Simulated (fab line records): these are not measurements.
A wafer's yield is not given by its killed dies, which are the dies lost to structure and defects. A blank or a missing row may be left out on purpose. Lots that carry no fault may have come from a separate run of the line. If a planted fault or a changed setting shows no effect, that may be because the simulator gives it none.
Shared-tool check + flow berkeleyCmos170 + Sample size 14 lots and 48 wafers

REASON IT WAS OPENED
At UCB170_NLDD_CD_MEAS_06 the reading cdNm is flagged on 2 of 14 lots. Wafers without a fault read 1199.6 nm, standard deviation 1.4.
Rule: flag the lot when none of its wafers has a number, or when each of its wafers that has one lies beyond 4 standard deviations from that mean. As for the other lots, they are considered sound.

| lot  | measured     | on       | cdNm (nm), wafer by wafer                 | flag    |
|------|--------------|----------|-------------------------------------------|---------|
| L484 | day 6 06:28  | cdSem-01 | 1198.0 1199.4 1199.3                      |         |
| L487 | day 6 10:25  | cdSem-02 | 1198.2 1197.1 1197.9                      |         |
| L486 | day 6 10:41  | cdSem-02 | 1200.8 1200.1 1199.4                      |         |
| L489 | day 6 19:22  | cdSem-01 | 1208.5 1208.5 1208.8 1208.5 1208.8 1208.6 | FLAGGED |
| L490 | day 6 19:35  | cdSem-02 | 1211.7 1212.0 1212.5 1211.7 1212.0 1212.7 | FLAGGED |
| L498 | day 9 09:09  | cdSem-02 | 1196.9 1197.4 1197.8                      |         |
| L500 | day 9 09:37  | cdSem-02 | 1201.0 1200.4 1201.9                      |         |
| L499 | day 9 09:53  | cdSem-01 | 1199.0 1200.1 1199.3                      |         |
| L502 | day 9 21:57  | cdSem-01 | 1200.5 1201.2 1201.5                      |         |
| L503 | day 10 08:55 | cdSem-01 | 1198.8 1200.1 1200.2                      |         |
| L504 | day 10 09:08 | cdSem-02 | 1198.9 1200.2 1200.7                      |         |
| L505 | day 10 13:22 | cdSem-01 | 1200.2 1201.6 1200.6                      |         |
| L506 | day 10 14:05 | cdSem-02 | 1199.1 1197.1 1197.4                      |         |
| L507 | day 11 04:48 | cdSem-02 | 1200.5 1199.9 1200.2                      |         |
Average over the flagged lots: 1210.4 nm; offset from the usual +10.8 nm, equal to +8 standard deviations.

EACH LOT AND THE TOOL IT RAN ON
The record holds 1 process step before the reading, out of a route of 331 steps. Each cell gives the tool, then ch followed by the chambers the sampled wafers passed through, then the start.
| lot  | flag    | UCB170_NLDD_PEB_04               |
|------|---------|----------------------------------|
| L484 |         | lithoTrack-04 ch 0, day 6 06:11  |
| L487 |         | lithoTrack-02 ch 0, day 6 10:08  |
| L486 |         | lithoTrack-01 ch 0, day 6 10:25  |
| L489 | FLAGGED | lithoTrack-02 ch 0, day 6 18:59  |
| L490 | FLAGGED | lithoTrack-02 ch 0, day 6 19:16  |
| L498 |         | lithoTrack-04 ch 0, day 9 08:53  |
| L500 |         | lithoTrack-01 ch 0, day 9 09:21  |
| L499 |         | lithoTrack-01 ch 0, day 9 09:37  |
| L502 |         | lithoTrack-04 ch 0, day 9 21:41  |
| L503 |         | lithoTrack-02 ch 0, day 10 08:38 |
| L504 |         | lithoTrack-04 ch 0, day 10 08:52 |
| L505 |         | lithoTrack-01 ch 0, day 10 13:05 |
| L506 |         | lithoTrack-04 ch 0, day 10 13:49 |
| L507 |         | lithoTrack-04 ch 0, day 11 04:32 |
What the steps here do:
- UCB170_NLDD_PEB_04
- UCB170_NLDD_CD_MEAS_06: target cd 1200 nm.

FLAGGED OVER TOTAL, TOOL BY TOOL (the gauges that took the reading come last)
| step                   | tool          | lots run | flagged | share of the flagged lots | sound lots run after its first flagged lot |
|------------------------|---------------|----------|---------|---------------------------|--------------------------------------------|
| UCB170_NLDD_PEB_04     | lithoTrack-01 | 4        | 0       | none                      | -                                          |
| UCB170_NLDD_PEB_04     | lithoTrack-02 | 4        | 2       | all                       | 1 (L503)                                   |
| UCB170_NLDD_PEB_04     | lithoTrack-04 | 6        | 0       | none                      | -                                          |
| UCB170_NLDD_CD_MEAS_06 | cdSem-01      | 6        | 1       | some                      | 4 (L499,L502,L503,L505)                    |
| UCB170_NLDD_CD_MEAS_06 | cdSem-02      | 8        | 1       | some                      | 5 (L498,L500,L504,L506,L507)               |

WHAT THE TABLE ALLOWS
Rows of the table that ran each flagged lot: 1, that is lithoTrack-02 at UCB170_NLDD_PEB_04.
- lithoTrack-02 at UCB170_NLDD_PEB_04: 2 of its 4 lots flagged. After the first flagged lot (L503), sound lots still ran on it; a lasting fault on the whole tool would not permit that.
No row of the table ran every flagged lot and no sound lot after the first.

WHAT THE SIMULATOR HAD PUT IN
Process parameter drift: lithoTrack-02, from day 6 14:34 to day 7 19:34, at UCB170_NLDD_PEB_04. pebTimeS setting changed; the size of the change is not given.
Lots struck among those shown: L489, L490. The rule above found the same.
